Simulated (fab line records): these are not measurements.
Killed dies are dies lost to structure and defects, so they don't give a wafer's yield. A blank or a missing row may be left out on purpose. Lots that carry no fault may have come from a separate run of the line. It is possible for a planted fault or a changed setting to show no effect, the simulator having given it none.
fab line records	flow rit-cmos
record: lots: 6	wafers: 18	last-day: 7
route steps=202 shown GATE@83 M1@202
lots untouched by any fault: they come from a run of this same line in which no faults occurred
start-h: the number of hours between the record's first day and the start of the first shown wafer of the lot	wait-h: hours elapsed since this lot's preceding step	" the same as in the row above	L1.1+2: a row that stands for several wafers	- no value, or no start given	* or withheld: withheld	< > ~ a bound
route shown NAME@n: names a module that has steps shown in the file, with the first one's number in the route	usual: mean/standard deviation of fault-free wafers	same: alike in all rows	chamber/n: place in a boat	sites: the reading at each site	_std_site: the values' standard deviation	_edge_site: mean of outer sites minus mean of inner sites	radius-mm: how far each site lies from the wafer's centre	mask NAME#n: copy n	behind: tool/chamber where the wafer was last shaped	hold: why the lot was held/for how many hours/how that ended	device: which transistor (n, p or np) failed to switch	end of line: tests run on the same wafers once the route is complete	where a step has no rows: the recipe by itself	killed: dies that structure and defects cost at the first sort, which is not the same as the wafer's yield	map: a wafer's dies, marking killed ones x, the rest . and places with no die _
set.NAME: the run value of the setting; set.NAME@STEP: its run value at that earlier step	model.NAME: the simulator's own value behind a step, which no gauge read
certain route steps with their lots: each step a table, each wafer a row
services: from which hour (start-h, from the record's first day; less than 0 if before it) a tool's chamber was out of use, for how many hours, and why
== steps ==
step: RIT_GATE_THK_MEAS_07
recipe: reads: SiO2_of_GATE_OXIDATION_05
usual: GATE_OXIDE_THK: 3.01/0.06
lot.wafer	tool	chamber	start-h	wait-h	GATE_OXIDE_THK[nm]
L970.1	film-metro-04	-	57.44	0.0	3.18
L970.4	"	-	"	"	3.14
L970.6	"	-	"	"	3.11
L972.1	film-metro-02	-	64.69	0.0	3.00
L972.2	"	-	"	"	3.04
L972.6	"	-	"	"	3.02
L973.2	film-metro-02	-	72.52	0.0	3.02
L973.4	"	-	"	"	2.98
L973.5	"	-	"	"	3.03
L977.1	film-metro-04	-	88.19	0.0	3.04
L977.2	"	-	"	"	3.06
L977.4	"	-	"	"	2.97
L983.3	film-metro-02	-	114.74	0.0	2.97
L983.5	"	-	"	"	3.03
L983.6	"	-	"	"	3.01
L985.1	film-metro-02	-	133.63	0.0	2.99
L985.3	"	-	"	"	2.99
L985.4	"	-	"	"	3.00
step: RIT_GATE_CVD_08
recipe: material: poly-Si	target-thk-nm: 250	temp-c: 610	precursor: SiH4	time-s: 2220	pressure-mtorr: 300	sih4-flow-sccm: 100
step: RIT_GATE_THK_MEAS_09
recipe: reads: poly-Si_of_GATE_CVD_08
usual: GATE_POLY_THK: 251.0/2.2
lot.wafer	tool	chamber	start-h	wait-h	GATE_POLY_THK[nm]
L970.1	film-metro-02	-	59.92	0.0	248.5
L970.4	"	-	"	"	249.4
L970.6	"	-	"	"	249.1
L972.1	film-metro-03	-	66.37	0.0	252.3
L972.2	"	-	"	"	254.6
L972.6	"	-	"	"	253.1
L973.2	film-metro-04	-	75.36	0.0	249.1
L973.4	"	-	"	"	250.2
L973.5	"	-	"	"	249.6
L977.1	film-metro-04	-	91.77	0.0	251.7
L977.2	"	-	"	"	254.0
L977.4	"	-	"	"	254.2
L983.3	film-metro-03	-	116.41	0.0	249.5
L983.5	"	-	"	"	246.3
L983.6	"	-	"	"	248.1
L985.1	film-metro-03	-	135.31	0.0	250.0
L985.3	"	-	"	"	248.0
L985.4	"	-	"	"	250.4
step: RIT_GATE_HMDS_10
recipe: prime-time-s: 60	prime-temp-c: 140
step: RIT_GATE_COAT_11
recipe: resist: NOVOLAK	spin-rpm: 4250	resist-thk-nm: 850
step: RIT_GATE_SOFTBAKE_12
recipe: resist: NOVOLAK	temp-c: 90	time-s: 60
step: RIT_GATE_EXPOSE_13
recipe: mask-id: M6	na: 0.6	source-shape: conventional	sigma-outer: 0.6	target-cd-nm: 150	dose-mj: 380
step: RIT_GATE_PEB_14
recipe: resist: NOVOLAK	temp-c: withheld	time-s: withheld
step: RIT_GATE_DEVELOP_15
recipe: resist: NOVOLAK	develop-time-s: 50	dev-temp-c: 23.99
step: RIT_GATE_CD_MEAS_16
recipe: target-cd-nm: 150
usual: cd-nm: 150.1/2.2
lot.wafer	tool	chamber	start-h	wait-h	cd-nm
L970.1	cd-sem-01	-	60.88	-	148.8
L970.4	"	-	"	"	150.1
L970.6	"	-	"	"	152.2
L972.1	cd-sem-01	-	67.28	-	151.6
L972.2	"	-	"	"	152.1
L972.6	"	-	"	"	149.6
L973.2	cd-sem-01	-	76.58	-	149.1
L973.4	"	-	"	"	151.3
L973.5	"	-	"	"	148.6
L977.1	cd-sem-01	-	92.81	-	145.6
L977.2	"	-	"	"	145.1
L977.4	"	-	"	"	146.2
L983.3	cd-sem-02	-	117.47	-	151.3
L983.5	"	-	"	"	153.9
L983.6	"	-	"	"	151.6
L985.1	cd-sem-02	-	136.41	-	147.7
L985.3	"	-	"	"	151.6
L985.4	"	-	"	"	150.7
step: RIT_GATE_OVL_MEAS_17
usual: GATE_OVL: -0.3/1.2
lot.wafer	tool	chamber	start-h	wait-h	GATE_OVL[nm]
L970.1	overlay-01	-	61.00	0.1	0.5
L970.4	"	-	"	"	-0.7
L970.6	"	-	"	"	-1.6
L972.1	overlay-02	-	67.40	0.1	0.5
L972.2	"	-	"	"	-0.4
L972.6	"	-	"	"	-2.1
L973.2	overlay-02	-	76.69	0.1	1.4
L973.4	"	-	"	"	0.3
L973.5	"	-	"	"	-0.2
L977.1	overlay-01	-	92.93	0.1	1.8
L977.2	"	-	"	"	1.1
L977.4	"	-	"	"	1.3
L983.3	overlay-02	-	117.56	0.1	-1.1
L983.5	"	-	"	"	-0.2
L983.6	"	-	"	"	0.5
L985.1	overlay-01	-	136.53	0.1	0.3
L985.3	"	-	"	"	-0.7
L985.4	"	-	"	"	0.0
step: RIT_GATE_HARDBAKE_18
recipe: resist: NOVOLAK	temp-c: 140	time-s: 60
step: RIT_GATE_ETCH_19
recipe: chemistry: SF6/CHF3/O2	time-s: 165	SF6_flow_sccm: 30	CHF3_flow_sccm: 30	O2_flow_sccm: 5	target: poly-Si	pressure-mtorr: 40	rf-w: 160	target-depth-a: 3125	over-etch-frac: 0.25	stop-on: SiO2
usual: drypump-motor-current-A: 5.8/0.45	oes-product-au: 0.844/0.013	rf-fwd-power-W: 159.4/0.49	throttle-valve-pct: 10.31/0.15
lot.wafer	tool	chamber	start-h	wait-h	drypump-motor-current-A	oes-product-au	rf-fwd-power-W	rf-hours-counter-h	throttle-valve-pct	model.NOVOLAK_of_GATE_COAT_11.thk-nm
L970.1	rie-si-02	1	61.19	0.1	6.3	0.827	159.7	41	10.36	664.6
L970.4	"	2	"	"	6.0	0.843	159.1	0	10.45	666.9
L970.6	"	2	"	"	6.0	0.831	158.9	-	10.45	665.9
L972.1	rie-si-02	3	67.58	0.1	6.2	0.825	160.6	125	10.56	666.3
L972.2	"	1	"	"	6.3	0.847	159.9	41	10.38	669.9
L972.6	"	3	"	"	6.2	0.840	159.7	-	10.55	669.2
L973.2	rie-si-02	3	76.87	0.1	6.2	0.829	159.6	125	10.56	670.1
L973.4	"	2	"	"	6.0	0.837	159.4	-	10.47	672.8
L973.5	"	3	"	"	6.2	0.820	159.3	-	10.58	670.1
L977.1	rie-si-01	1	93.11	0.1	5.5	0.842	159.6	150	10.04	670.7
L977.2	"	3	"	"	5.9	0.877	158.6	6	10.37	668.2
L977.4	"	0	"	"	4.9	0.850	159.6	77	10.26	672.1
L983.3	rie-si-01	0	117.81	0.1	4.9	0.843	186.0	78	10.23	661.9
L983.5	"	2	"	"	6.1	0.837	185.5	-	10.24	657.8
L983.6	"	0	"	"	4.9	0.836	185.9	-	10.22	660.7
L985.1	rie-si-01	3	136.71	0.1	6.0	0.864	184.9	6	10.36	655.2
L985.3	"	0	"	"	4.9	0.841	184.8	78	10.22	653.4
L985.4	"	1	"	"	5.5	0.845	184.9	0	10.01	657.8
step: RIT_GATE_STRIP_20
recipe: chemistry: O2	time-s: 180	resist: NOVOLAK	platen-temp-c: withheld	power-w: 500	pressure-mtorr: 4000	o2-flow-sccm: 4000
usual: drypump-motor-current-A: 6.0/0.35
lot.wafer	tool	chamber	start-h	wait-h	drypump-motor-current-A	rf-hours-counter-h
L970.1	plasma-asher-04	0	61.30	0.1	5.8	27
L970.4	"	0	"	"	5.8	-
L970.6	"	1	"	"	5.4	-
L972.1	plasma-asher-03	1	67.69	0.1	6.1	41
L972.2	"	0	"	"	5.9	41
L972.6	"	1	"	"	6.1	-
L973.2	plasma-asher-04	1	76.98	0.1	5.4	29
L973.4	"	1	"	"	5.4	-
L973.5	"	1	"	"	5.4	-
L977.1	plasma-asher-02	1	93.22	0.1	6.3	46
L977.2	"	0	"	"	6.3	46
L977.4	"	1	"	"	6.3	-
L983.3	plasma-asher-03	1	117.97	0.1	6.1	-
L983.5	"	1	"	"	6.1	-
L983.6	"	0	"	"	5.9	-
L985.1	plasma-asher-02	0	136.82	0.1	6.3	3
L985.3	"	0	"	"	6.3	-
L985.4	"	1	"	"	6.3	-
step: RIT_M1_PROBE_99
usual: killed-at-contacts: 0.1/0.25	killed-at-front-end: 6.8/2.9	killed-dies: 6.9/2.9	killed-on-rim: 1.7/1.3	killed-open: 3.3/1.9	killed-short: 3.6/1.9
same: gross-dies: 264	killed_at_M0_to_M3: 0	killed_at_M4_up: 0	killed-at-back-side: 0	killed-at-other: 0
lot.wafer	tool	chamber	start-h	wait-h	killed-at-contacts	killed-at-front-end	killed-dies	killed-on-rim	killed-open	killed-short	model.etest.nwell-pinched.rs-ohm-sq	model.etest.pmos_0p15.swing-mv-dec	model.etest.pmos_0p15.vt-sat-v	model.etest.antenna-poly.vt-shift-v
L970.1	prober-01	-	82.34	0.1	1	9	10	3	7	3	337.3	84.77	-0.3263	-0.004674
L970.4	prober-01	-	82.49	0.2	0	8	8	1	5	3	340	84.84	-0.3294	-0.00785
L970.6	prober-01	-	82.59	0.2	0	7	7	2	4	3	343.9	84.23	-0.3426	-0.00914
L972.1	prober-01	-	89.42	0.1	0	8	8	4	6	2	337	83.56	-0.3068	-0.01145
L972.2	prober-01	-	89.47	0.1	0	3	3	1	2	1	336.2	83.87	-0.3136	-0.006471
L972.6	prober-01	-	89.67	0.2	0	10	10	4	3	7	332.6	84.11	-0.2929	-0.01205
L973.2	prober-01	-	99.02	0.1	0	4	4	1	2	2	339.3	83.83	-0.2967	-0.007159
L973.4	prober-01	-	99.12	0.2	0	5	5	0	2	3	331.6	83.44	-0.3131	-0.005331
L973.5	prober-01	-	99.17	0.2	0	8	8	1	4	4	332.6	83.78	-0.3079	-0.01132
L977.1	prober-02	-	116.88	0.1	0	6	6	1	2	4	344	84.32	-0.3082	-0.007491
L977.2	prober-02	-	116.93	0.1	0	7	7	1	2	5	339.1	84.57	-0.3032	-0.003962
L977.4	prober-02	-	117.03	0.2	0	9	9	1	4	5	343.2	83.97	-0.312	-0.009293
L983.3	prober-01	-	139.53	0.2	0	7	7	2	3	4	343.2	83.81	-0.3109	-0.01494
L983.5	prober-01	-	139.63	0.2	0	5	5	2	2	3	347.3	84.28	-0.2937	-0.01127
L983.6	prober-01	-	139.68	0.2	0	12	12	2	4	8	344.4	83.54	-0.3112	-0.01472
L985.1	prober-01	-	157.66	0.1	1	7	8	1	5	3	344.1	84.32	-0.26	-0.01572
L985.3	prober-01	-	157.76	0.2	0	9	9	5	2	7	341.4	84.07	-0.3137	-0.0152
L985.4	prober-01	-	157.81	0.2	0	7	7	3	4	3	341	83.69	-0.3114	-0.0154
killed by level:class
L970.1 GATE:geometric-particle:open=4 GATE:geometric-particle:short=2 FOX2:geometric-particle:open=1 REOX:geometric-particle:short=1 SILICIDE:geometric-particle:open=1 CONTACT:geometric-particle:open=1
L970.4 GATE:geometric-particle:open=3 GATE:geometric-particle:short=2 SPACER:geometric-particle:open=2 FOX2:geometric-particle:short=1
L970.6 REOX:geometric-particle:open=3 GATE:geometric-particle:open=1 GATE:geometric-particle:short=1 SPACER:geometric-particle:short=1 SILICIDE:geometric-particle:short=1
L972.1 GATE:geometric-particle:open=4 FOX2:geometric-particle:open=1 FOX2:geometric-particle:short=1 SPACER:geometric-particle:short=1 SPACER:geometric-particle:open=1
L972.2 GATE:geometric-particle:short=1 GATE:geometric-particle:open=1 SPACER:geometric-particle:open=1
L972.6 SPACER:geometric-particle:short=5 FOX2:geometric-particle:open=2 FOX2:geometric-particle:short=1 GATE:geometric-particle:open=1 GATE:geometric-particle:short=1
L973.2 GATE:geometric-particle:short=1 GATE:geometric-particle:open=1 REOX:geometric-particle:short=1 REOX:geometric-particle:open=1
L973.4 FOX1:geometric-particle:short=1 FOX2:geometric-particle:open=1 FOX2:geometric-particle:short=1 GATE:geometric-particle:short=1 SPACER:geometric-particle:open=1
L973.5 REOX:geometric-particle:open=2 SPACER:geometric-particle:short=2 FOX1:geometric-particle:open=1 FOX1:geometric-particle:short=1 SILICIDE:geometric-particle:open=1 SILICIDE:geometric-particle:short=1
L977.1 GATE:geometric-particle:short=3 GATE:geometric-particle:open=2 FOX1:geometric-particle:short=1
L977.2 GATE:geometric-particle:short=2 FOX1:geometric-particle:short=1 FOX2:geometric-particle:short=1 FOX2:geometric-particle:open=1 SPACER:geometric-particle:open=1 SILICIDE:geometric-particle:short=1
L977.4 FOX1:geometric-particle:open=2 REOX:geometric-particle:short=2 FOX2:geometric-particle:open=1 FOX2:geometric-particle:short=1 GATE:geometric-particle:open=1 GATE:geometric-particle:short=1 SPACER:geometric-particle:short=1
L983.3 FOX1:geometric-particle:short=2 GATE:geometric-particle:open=2 FOX2:geometric-particle:short=1 REOX:geometric-particle:short=1 REOX:geometric-particle:open=1
L983.5 SILICIDE:geometric-particle:short=2 FOX1:geometric-particle:open=1 REOX:geometric-particle:short=1 SILICIDE:geometric-particle:open=1
L983.6 REOX:geometric-particle:short=4 FOX1:geometric-particle:open=3 SILICIDE:geometric-particle:short=2 FOX1:geometric-particle:short=1 GATE:geometric-particle:short=1 REOX:geometric-particle:open=1
L985.1 GATE:geometric-particle:short=3 FOX1:geometric-particle:open=2 GATE:geometric-particle:open=2 CONTACT:geometric-particle:open=1
L985.3 GATE:geometric-particle:short=4 FOX1:geometric-particle:short=1 GATE:geometric-particle:open=1 SPACER:geometric-particle:short=1 SPACER:geometric-particle:open=1 SILICIDE:geometric-particle:short=1
L985.4 REOX:geometric-particle:short=2 FOX2:geometric-particle:open=1 GATE:geometric-particle:open=1 REOX:geometric-particle:open=1 SPACER:geometric-particle:short=1 SILICIDE:geometric-particle:open=1
== services ==
tool	chamber	start-h	hours	kind
rie-si-02	0	64.83	-	clean
rie-si-02	0	64.83	19.3	scheduled-down
rie-si-02	0	64.83	19.3	vent-cycle
rie-si-01	3	80.10	4.3	repair
rie-si-01	1	106.31	-	clean
rie-si-01	1	106.31	15.3	scheduled-down
rie-si-01	1	106.31	15.3	vent-cycle
plasma-asher-02	-	108.75	9.0	pm
plasma-asher-02	0	108.75	9.0	vent-cycle
plasma-asher-02	1	108.75	9.0	vent-cycle
plasma-asher-02	0	117.75	-	clean
plasma-asher-02	1	117.75	-	clean
plasma-asher-03	-	128.34	14.6	pm
rie-si-02	-	134.77	2.8	pm
== key ==
first-sign: step: RIT_GATE_ETCH_19	reading: rf-fwd-power-W	direction: up	sigmas: 53	usual: 159.4	struck: 185.3
effect none on later readings
model-effect: step: RIT_GATE_ETCH_19	value: NOVOLAK_of_GATE_COAT_11.thk-nm	without: 670.8	struck: 657.8
model-effect: step: RIT_M1_PROBE_99	value: etest.nwell-pinched.rs-ohm-sq	without: 340.5	struck: 343.6
met-at RIT_GATE_ETCH_19
struck-wafers L983.3,L983.5,L983.6,L985.1,L985.3,L985.4
tester-left-out L983,L985
onset-between 93.11 117.81
fault: kind: process-parameter-drift	tool: rie-si-01	chamber: -	onset-h: 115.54	steps: RIT_GATE_ETCH_19	channel: rf-w	offset: 25.6	shape: step	end-h: 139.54	stated: 160
tester-left-out: of these lots the tester's yield and bins aren't shown, on N5 and GAA mostly nor the transistor test; their killed dies are dies lost to structure and defects alone, not to doping, threshold or leakage, so they don't give the yield
